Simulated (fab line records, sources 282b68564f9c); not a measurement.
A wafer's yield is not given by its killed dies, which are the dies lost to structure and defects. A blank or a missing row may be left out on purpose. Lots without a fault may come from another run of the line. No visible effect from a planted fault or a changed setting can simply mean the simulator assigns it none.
fab line records / flow ritCmos
[record] lots = 14 wafers = 42 lastDay = 7
route steps=202 shown WELLDRIVE@50 NWELL@51 PWELL@52
lots untouched by any fault: they come from a run of this same line in which no faults occurred
startH: hours from the record's opening day to when the first of the lot's shown wafers began / waitH: hours since the lot's step before / " repeats the value in the row above / L1.1+2: a row that stands for several wafers / - either no value or no given start / * or withheld: withheld / < > ~ a bound
route shown NAME@n: NAME is a module with steps in the file, n the number in the route of the first one / usual: mean/standard deviation of fault-free wafers / same: alike in all rows / chamber/n: place in a boat / sites: the reading at each site / _std_site: how widely they spread, as a standard deviation / _edge_site: inner sites' mean taken away from outer sites' mean / radiusMm: for every site, how far away it sits from the centre of the wafer / mask NAME#n: copy n / behind: the tool/chamber that last shaped the wafer / hold: why the lot was held/for how many hours/how that ended / device: the transistor (n, p or np) that didn't switch / end of line: the same wafers' tests at the end of the route / a step given without rows: its recipe and nothing more / killed: dies lost to structure and defects at the first sort, not the wafer's yield / map: the dies of a wafer, with x for killed, . for not killed, _ for no die there
set.NAME: setting as actually run; set.NAME@STEP: the setting as run at that earlier step / model.NAME: the simulator's own value behind a step, which no gauge read
a sample of lots followed through the steps of the route, with each step as a table and each wafer as a row
services: when a tool's chamber went out of use (startH, in hours from the record's first day, below 0 if earlier), for how many hours, and the reason
[[steps]]
[step RIT_WELLDRIVE_ANNEAL_00]
[recipe] tempC = 1100 timeS = 14700 ambient = N2
[usual] runLengthS = 18270/6 tubeCenterTempC = 1100/0.085
lot.wafer=L140.3 tool=furnace-01 chamber=0 startH=24.35 waitH=0.2 runLengthS=18273 tubeCenterTempC=1100
lot.wafer=L140.5 tool=furnace-01 chamber=0 startH=24.35 waitH=0.2 runLengthS=18273 tubeCenterTempC=1100.1
lot.wafer=L140.6 tool=furnace-01 chamber=0 startH=24.35 waitH=0.2 runLengthS=18273 tubeCenterTempC=1099.8
lot.wafer=L141.1 tool=furnace-03 chamber=0 startH=30.42 waitH=0.6 runLengthS=18281 tubeCenterTempC=1100
lot.wafer=L141.2 tool=furnace-03 chamber=0 startH=30.42 waitH=0.6 runLengthS=18281 tubeCenterTempC=1099.9
lot.wafer=L141.6 tool=furnace-03 chamber=0 startH=30.42 waitH=0.6 runLengthS=18281 tubeCenterTempC=1099.9
lot.wafer=L142.1 tool=furnace-01 chamber=0 startH=34.73 waitH=0.9 runLengthS=18270 tubeCenterTempC=1100
lot.wafer=L142.2 tool=furnace-01 chamber=0 startH=34.73 waitH=0.9 runLengthS=18270 tubeCenterTempC=1100
lot.wafer=L142.3 tool=furnace-01 chamber=0 startH=34.73 waitH=0.9 runLengthS=18270 tubeCenterTempC=1100
lot.wafer=L144.2 tool=furnace-01 chamber=0 startH=44.90 waitH=0.2 runLengthS=18279 tubeCenterTempC=1100
lot.wafer=L144.4 tool=furnace-01 chamber=0 startH=44.90 waitH=0.2 runLengthS=18279 tubeCenterTempC=1100.1
lot.wafer=L144.6 tool=furnace-01 chamber=0 startH=44.90 waitH=0.2 runLengthS=18279 tubeCenterTempC=1100
lot.wafer=L145.2 tool=furnace-03 chamber=0 startH=51.34 waitH=0.0 runLengthS=18273 tubeCenterTempC=1100
lot.wafer=L145.3 tool=furnace-03 chamber=0 startH=51.34 waitH=0.0 runLengthS=18273 tubeCenterTempC=1099.9
lot.wafer=L145.4 tool=furnace-03 chamber=0 startH=51.34 waitH=0.0 runLengthS=18273 tubeCenterTempC=1100
lot.wafer=L146.1 tool=furnace-01 chamber=0 startH=56.74 waitH=0.6 runLengthS=18267 tubeCenterTempC=1100.2
lot.wafer=L146.2 tool=furnace-01 chamber=0 startH=56.74 waitH=0.6 runLengthS=18267 tubeCenterTempC=1100.1
lot.wafer=L146.3 tool=furnace-01 chamber=0 startH=56.74 waitH=0.6 runLengthS=18267 tubeCenterTempC=1100.2
lot.wafer=L150.1 tool=furnace-04 chamber=0 startH=74.92 waitH=2.2 runLengthS=18261 tubeCenterTempC=1100.1
lot.wafer=L150.3 tool=furnace-04 chamber=0 startH=74.92 waitH=2.2 runLengthS=18261 tubeCenterTempC=1099.9
lot.wafer=L150.5 tool=furnace-04 chamber=0 startH=74.92 waitH=2.2 runLengthS=18261 tubeCenterTempC=1099.9
lot.wafer=L151.2 tool=furnace-01 chamber=0 startH=80.40 waitH=0.0 runLengthS=9452 tubeCenterTempC=1099.8
lot.wafer=L151.4 tool=furnace-01 chamber=0 startH=80.40 waitH=0.0 runLengthS=9452 tubeCenterTempC=1100.2
lot.wafer=L151.5 tool=furnace-01 chamber=0 startH=80.40 waitH=0.0 runLengthS=9452 tubeCenterTempC=1099.9
lot.wafer=L153.2 tool=furnace-01 chamber=0 startH=90.11 waitH=0.0 runLengthS=9458 tubeCenterTempC=1100
lot.wafer=L153.3 tool=furnace-01 chamber=0 startH=90.11 waitH=0.0 runLengthS=9458 tubeCenterTempC=1100.2
lot.wafer=L153.5 tool=furnace-01 chamber=0 startH=90.11 waitH=0.0 runLengthS=9458 tubeCenterTempC=1100.3
lot.wafer=L157.2 tool=furnace-03 chamber=0 startH=111.09 waitH=2.2 runLengthS=18270 tubeCenterTempC=1099.9
lot.wafer=L157.4 tool=furnace-03 chamber=0 startH=111.09 waitH=2.2 runLengthS=18270 tubeCenterTempC=1100
lot.wafer=L157.6 tool=furnace-03 chamber=0 startH=111.09 waitH=2.2 runLengthS=18270 tubeCenterTempC=1100
lot.wafer=L159.4 tool=furnace-04 chamber=0 startH=119.26 waitH=0.0 runLengthS=18272 tubeCenterTempC=1099.9
lot.wafer=L159.5 tool=furnace-04 chamber=0 startH=119.26 waitH=0.0 runLengthS=18272 tubeCenterTempC=1100
lot.wafer=L159.6 tool=furnace-04 chamber=0 startH=119.26 waitH=0.0 runLengthS=18272 tubeCenterTempC=1100
lot.wafer=L160.2 tool=furnace-03 chamber=0 startH=124.61 waitH=0.3 runLengthS=18269 tubeCenterTempC=1100
lot.wafer=L160.4 tool=furnace-03 chamber=0 startH=124.61 waitH=0.3 runLengthS=18269 tubeCenterTempC=1099.9
lot.wafer=L160.6 tool=furnace-03 chamber=0 startH=124.61 waitH=0.3 runLengthS=18269 tubeCenterTempC=1099.9
lot.wafer=L162.2 tool=furnace-03 chamber=0 startH=136.22 waitH=0.9 runLengthS=18276 tubeCenterTempC=1100.1
lot.wafer=L162.4 tool=furnace-03 chamber=0 startH=136.22 waitH=0.9 runLengthS=18276 tubeCenterTempC=1100.1
lot.wafer=L162.6 tool=furnace-03 chamber=0 startH=136.22 waitH=0.9 runLengthS=18276 tubeCenterTempC=1099.8
lot.wafer=L163.2 tool=furnace-04 chamber=0 startH=142.05 waitH=1.2 runLengthS=18258 tubeCenterTempC=1100
lot.wafer=L163.4 tool=furnace-04 chamber=0 startH=142.05 waitH=1.2 runLengthS=18258 tubeCenterTempC=1099.9
lot.wafer=L163.5 tool=furnace-04 chamber=0 startH=142.05 waitH=1.2 runLengthS=18258 tubeCenterTempC=1100.1
[step RIT_WELLDRIVE_RS_MEAS_01]
[recipe] thkMeasGauge = four-point-probe
[usual] NWELL_RS = 275.8/0.82
lot.wafer=L140.3 tool=filmMetro-04 chamber=- startH=29.47 waitH=0.0 NWELL_RS[ohm/sq]=275.3
lot.wafer=L140.5 tool=filmMetro-04 chamber=- startH=29.47 waitH=0.0 NWELL_RS[ohm/sq]=276.2
lot.wafer=L140.6 tool=filmMetro-04 chamber=- startH=29.47 waitH=0.0 NWELL_RS[ohm/sq]=275.1
lot.wafer=L141.1 tool=filmMetro-01 chamber=- startH=35.50 waitH=0.0 NWELL_RS[ohm/sq]=275.3
lot.wafer=L141.2 tool=filmMetro-01 chamber=- startH=35.50 waitH=0.0 NWELL_RS[ohm/sq]=275.0
lot.wafer=L141.6 tool=filmMetro-01 chamber=- startH=35.50 waitH=0.0 NWELL_RS[ohm/sq]=275.4
lot.wafer=L142.1 tool=filmMetro-01 chamber=- startH=39.82 waitH=0.0 NWELL_RS[ohm/sq]=274.1
lot.wafer=L142.2 tool=filmMetro-01 chamber=- startH=39.82 waitH=0.0 NWELL_RS[ohm/sq]=274.3
lot.wafer=L142.3 tool=filmMetro-01 chamber=- startH=39.82 waitH=0.0 NWELL_RS[ohm/sq]=274.5
lot.wafer=L144.2 tool=filmMetro-01 chamber=- startH=50.00 waitH=0.0 NWELL_RS[ohm/sq]=275.2
lot.wafer=L144.4 tool=filmMetro-01 chamber=- startH=50.00 waitH=0.0 NWELL_RS[ohm/sq]=275.3
lot.wafer=L144.6 tool=filmMetro-01 chamber=- startH=50.00 waitH=0.0 NWELL_RS[ohm/sq]=275.0
lot.wafer=L145.2 tool=filmMetro-01 chamber=- startH=56.45 waitH=0.0 NWELL_RS[ohm/sq]=276.3
lot.wafer=L145.3 tool=filmMetro-01 chamber=- startH=56.45 waitH=0.0 NWELL_RS[ohm/sq]=275.8
lot.wafer=L145.4 tool=filmMetro-01 chamber=- startH=56.45 waitH=0.0 NWELL_RS[ohm/sq]=275.5
lot.wafer=L146.1 tool=filmMetro-01 chamber=- startH=61.82 waitH=0.0 NWELL_RS[ohm/sq]=274.7
lot.wafer=L146.2 tool=filmMetro-01 chamber=- startH=61.82 waitH=0.0 NWELL_RS[ohm/sq]=274.6
lot.wafer=L146.3 tool=filmMetro-01 chamber=- startH=61.82 waitH=0.0 NWELL_RS[ohm/sq]=274.6
lot.wafer=L150.1 tool=filmMetro-01 chamber=- startH=80.00 waitH=0.0 NWELL_RS[ohm/sq]=276.1
lot.wafer=L150.3 tool=filmMetro-01 chamber=- startH=80.00 waitH=0.0 NWELL_RS[ohm/sq]=275.5
lot.wafer=L150.5 tool=filmMetro-01 chamber=- startH=80.00 waitH=0.0 NWELL_RS[ohm/sq]=275.9
lot.wafer=L151.2 tool=filmMetro-04 chamber=- startH=85.50 waitH=2.5 NWELL_RS[ohm/sq]=322.0
lot.wafer=L151.4 tool=filmMetro-04 chamber=- startH=85.50 waitH=2.5 NWELL_RS[ohm/sq]=321.8
lot.wafer=L151.5 tool=filmMetro-04 chamber=- startH=85.50 waitH=2.5 NWELL_RS[ohm/sq]=322.2
lot.wafer=L153.2 tool=filmMetro-01 chamber=- startH=95.21 waitH=2.5 NWELL_RS[ohm/sq]=322.4
lot.wafer=L153.3 tool=filmMetro-01 chamber=- startH=95.21 waitH=2.5 NWELL_RS[ohm/sq]=322.3
lot.wafer=L153.5 tool=filmMetro-01 chamber=- startH=95.21 waitH=2.5 NWELL_RS[ohm/sq]=322.7
lot.wafer=L157.2 tool=filmMetro-03 chamber=- startH=116.19 waitH=0.0 NWELL_RS[ohm/sq]=274.6
lot.wafer=L157.4 tool=filmMetro-03 chamber=- startH=116.19 waitH=0.0 NWELL_RS[ohm/sq]=274.7
lot.wafer=L157.6 tool=filmMetro-03 chamber=- startH=116.19 waitH=0.0 NWELL_RS[ohm/sq]=274.9
lot.wafer=L159.4 tool=filmMetro-03 chamber=- startH=124.40 waitH=0.1 NWELL_RS[ohm/sq]=276.2
lot.wafer=L159.5 tool=filmMetro-03 chamber=- startH=124.40 waitH=0.1 NWELL_RS[ohm/sq]=276.6
lot.wafer=L159.6 tool=filmMetro-03 chamber=- startH=124.40 waitH=0.1 NWELL_RS[ohm/sq]=276.9
lot.wafer=L160.2 tool=filmMetro-03 chamber=- startH=129.71 waitH=0.0 NWELL_RS[ohm/sq]=277.0
lot.wafer=L160.4 tool=filmMetro-03 chamber=- startH=129.71 waitH=0.0 NWELL_RS[ohm/sq]=276.2
lot.wafer=L160.6 tool=filmMetro-03 chamber=- startH=129.71 waitH=0.0 NWELL_RS[ohm/sq]=276.5
lot.wafer=L162.2 tool=filmMetro-03 chamber=- startH=141.32 waitH=0.0 NWELL_RS[ohm/sq]=276.8
lot.wafer=L162.4 tool=filmMetro-03 chamber=- startH=141.32 waitH=0.0 NWELL_RS[ohm/sq]=277.5
lot.wafer=L162.6 tool=filmMetro-03 chamber=- startH=141.32 waitH=0.0 NWELL_RS[ohm/sq]=277.5
lot.wafer=L163.2 tool=filmMetro-01 chamber=- startH=147.16 waitH=0.0 NWELL_RS[ohm/sq]=275.4
lot.wafer=L163.4 tool=filmMetro-01 chamber=- startH=147.16 waitH=0.0 NWELL_RS[ohm/sq]=275.9
lot.wafer=L163.5 tool=filmMetro-01 chamber=- startH=147.16 waitH=0.0 NWELL_RS[ohm/sq]=275.9
[step RIT_WELLDRIVE_RS_MEAS_02]
[recipe] thkMeasGauge = four-point-probe
[usual] PWELL_RS = 429.1/1.1
lot.wafer=L140.3 tool=filmMetro-04 chamber=- startH=29.59 waitH=0.1 PWELL_RS[ohm/sq]=429.1
lot.wafer=L140.5 tool=filmMetro-04 chamber=- startH=29.59 waitH=0.1 PWELL_RS[ohm/sq]=429.7
lot.wafer=L140.6 tool=filmMetro-04 chamber=- startH=29.59 waitH=0.1 PWELL_RS[ohm/sq]=430.5
lot.wafer=L141.1 tool=filmMetro-01 chamber=- startH=35.62 waitH=0.1 PWELL_RS[ohm/sq]=427.4
lot.wafer=L141.2 tool=filmMetro-01 chamber=- startH=35.62 waitH=0.1 PWELL_RS[ohm/sq]=427.2
lot.wafer=L141.6 tool=filmMetro-01 chamber=- startH=35.62 waitH=0.1 PWELL_RS[ohm/sq]=427.6
lot.wafer=L142.1 tool=filmMetro-01 chamber=- startH=39.94 waitH=0.1 PWELL_RS[ohm/sq]=428.3
lot.wafer=L142.2 tool=filmMetro-01 chamber=- startH=39.94 waitH=0.1 PWELL_RS[ohm/sq]=429.4
lot.wafer=L142.3 tool=filmMetro-01 chamber=- startH=39.94 waitH=0.1 PWELL_RS[ohm/sq]=430.0
lot.wafer=L144.2 tool=filmMetro-01 chamber=- startH=50.12 waitH=0.1 PWELL_RS[ohm/sq]=427.9
lot.wafer=L144.4 tool=filmMetro-01 chamber=- startH=50.12 waitH=0.1 PWELL_RS[ohm/sq]=427.7
lot.wafer=L144.6 tool=filmMetro-01 chamber=- startH=50.12 waitH=0.1 PWELL_RS[ohm/sq]=427.4
lot.wafer=L145.2 tool=filmMetro-01 chamber=- startH=56.57 waitH=0.1 PWELL_RS[ohm/sq]=429.5
lot.wafer=L145.3 tool=filmMetro-01 chamber=- startH=56.57 waitH=0.1 PWELL_RS[ohm/sq]=427.4
lot.wafer=L145.4 tool=filmMetro-01 chamber=- startH=56.57 waitH=0.1 PWELL_RS[ohm/sq]=429.9
lot.wafer=L146.1 tool=filmMetro-01 chamber=- startH=61.94 waitH=0.1 PWELL_RS[ohm/sq]=429.3
lot.wafer=L146.2 tool=filmMetro-01 chamber=- startH=61.94 waitH=0.1 PWELL_RS[ohm/sq]=429.4
lot.wafer=L146.3 tool=filmMetro-01 chamber=- startH=61.94 waitH=0.1 PWELL_RS[ohm/sq]=429.8
lot.wafer=L150.1 tool=filmMetro-01 chamber=- startH=80.12 waitH=0.1 PWELL_RS[ohm/sq]=428.8
lot.wafer=L150.3 tool=filmMetro-01 chamber=- startH=80.12 waitH=0.1 PWELL_RS[ohm/sq]=429.5
lot.wafer=L150.5 tool=filmMetro-01 chamber=- startH=80.12 waitH=0.1 PWELL_RS[ohm/sq]=429.2
lot.wafer=L151.2 tool=filmMetro-04 chamber=- startH=85.62 waitH=0.1 PWELL_RS[ohm/sq]=474.2
lot.wafer=L151.4 tool=filmMetro-04 chamber=- startH=85.62 waitH=0.1 PWELL_RS[ohm/sq]=474.1
lot.wafer=L151.5 tool=filmMetro-04 chamber=- startH=85.62 waitH=0.1 PWELL_RS[ohm/sq]=474.7
lot.wafer=L153.2 tool=filmMetro-01 chamber=- startH=95.33 waitH=0.1 PWELL_RS[ohm/sq]=472.9
lot.wafer=L153.3 tool=filmMetro-01 chamber=- startH=95.33 waitH=0.1 PWELL_RS[ohm/sq]=471.5
lot.wafer=L153.5 tool=filmMetro-01 chamber=- startH=95.33 waitH=0.1 PWELL_RS[ohm/sq]=472.8
lot.wafer=L157.2 tool=filmMetro-03 chamber=- startH=116.31 waitH=0.1 PWELL_RS[ohm/sq]=428.4
lot.wafer=L157.4 tool=filmMetro-03 chamber=- startH=116.31 waitH=0.1 PWELL_RS[ohm/sq]=428.6
lot.wafer=L157.6 tool=filmMetro-03 chamber=- startH=116.31 waitH=0.1 PWELL_RS[ohm/sq]=429.2
lot.wafer=L159.4 tool=filmMetro-03 chamber=- startH=124.52 waitH=0.1 PWELL_RS[ohm/sq]=428.3
lot.wafer=L159.5 tool=filmMetro-03 chamber=- startH=124.52 waitH=0.1 PWELL_RS[ohm/sq]=429.2
lot.wafer=L159.6 tool=filmMetro-03 chamber=- startH=124.52 waitH=0.1 PWELL_RS[ohm/sq]=429.2
lot.wafer=L160.2 tool=filmMetro-03 chamber=- startH=129.83 waitH=0.1 PWELL_RS[ohm/sq]=428.1
lot.wafer=L160.4 tool=filmMetro-03 chamber=- startH=129.83 waitH=0.1 PWELL_RS[ohm/sq]=428.9
lot.wafer=L160.6 tool=filmMetro-03 chamber=- startH=129.83 waitH=0.1 PWELL_RS[ohm/sq]=428.6
lot.wafer=L162.2 tool=filmMetro-03 chamber=- startH=141.44 waitH=0.1 PWELL_RS[ohm/sq]=429.2
lot.wafer=L162.4 tool=filmMetro-03 chamber=- startH=141.44 waitH=0.1 PWELL_RS[ohm/sq]=429.7
lot.wafer=L162.6 tool=filmMetro-03 chamber=- startH=141.44 waitH=0.1 PWELL_RS[ohm/sq]=429.0
lot.wafer=L163.2 tool=filmMetro-01 chamber=- startH=147.28 waitH=0.1 PWELL_RS[ohm/sq]=429.6
lot.wafer=L163.4 tool=filmMetro-01 chamber=- startH=147.28 waitH=0.1 PWELL_RS[ohm/sq]=430.3
lot.wafer=L163.5 tool=filmMetro-01 chamber=- startH=147.28 waitH=0.1 PWELL_RS[ohm/sq]=430.3
[[services]]
tool=furnace-01 chamber=- startH=17.56 hours=3.5 kind=pm
tool=furnace-03 chamber=- startH=35.50 hours=3.8 kind=pm
tool=furnace-03 chamber=- startH=72.40 hours=3.4 kind=pm
tool=furnace-01 chamber=- startH=96.51 hours=4.2 kind=pm
tool=furnace-04 chamber=- startH=115.36 hours=3.7 kind=pm
tool=furnace-01 chamber=- startH=140.02 hours=2.4 kind=pm
[[key]]
[firstSign] step = RIT_WELLDRIVE_ANNEAL_00 reading = runLengthS direction = down sigmas = 99+ usual = * struck = *
[effect] step = RIT_WELLDRIVE_RS_MEAS_01 reading = NWELL_RS direction = up sigmas = 56 usual = 275.8 struck = 322.2
[effect] step = RIT_WELLDRIVE_RS_MEAS_02 reading = PWELL_RS direction = up sigmas = 40 usual = 429.1 struck = 473.4
metAt RIT_WELLDRIVE_ANNEAL_00
struckLots L151,L153
testerLeftOut L151,L153
onsetBetween 56.74 80.40
[fault] kind = processParameterDrift tool = furnace-01 chamber = - onsetH = 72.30 steps = RIT_WELLDRIVE_ANNEAL_00 channel = timeS offset = * shape = step endH = 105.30 actsIn = * stated = *
// testerLeftOut: of these lots the tester's yield and bins aren't shown, on N5 and GAA mostly nor the transistor test; their killed dies are dies lost to structure and defects alone, not to doping, threshold or leakage, so they don't give the yield
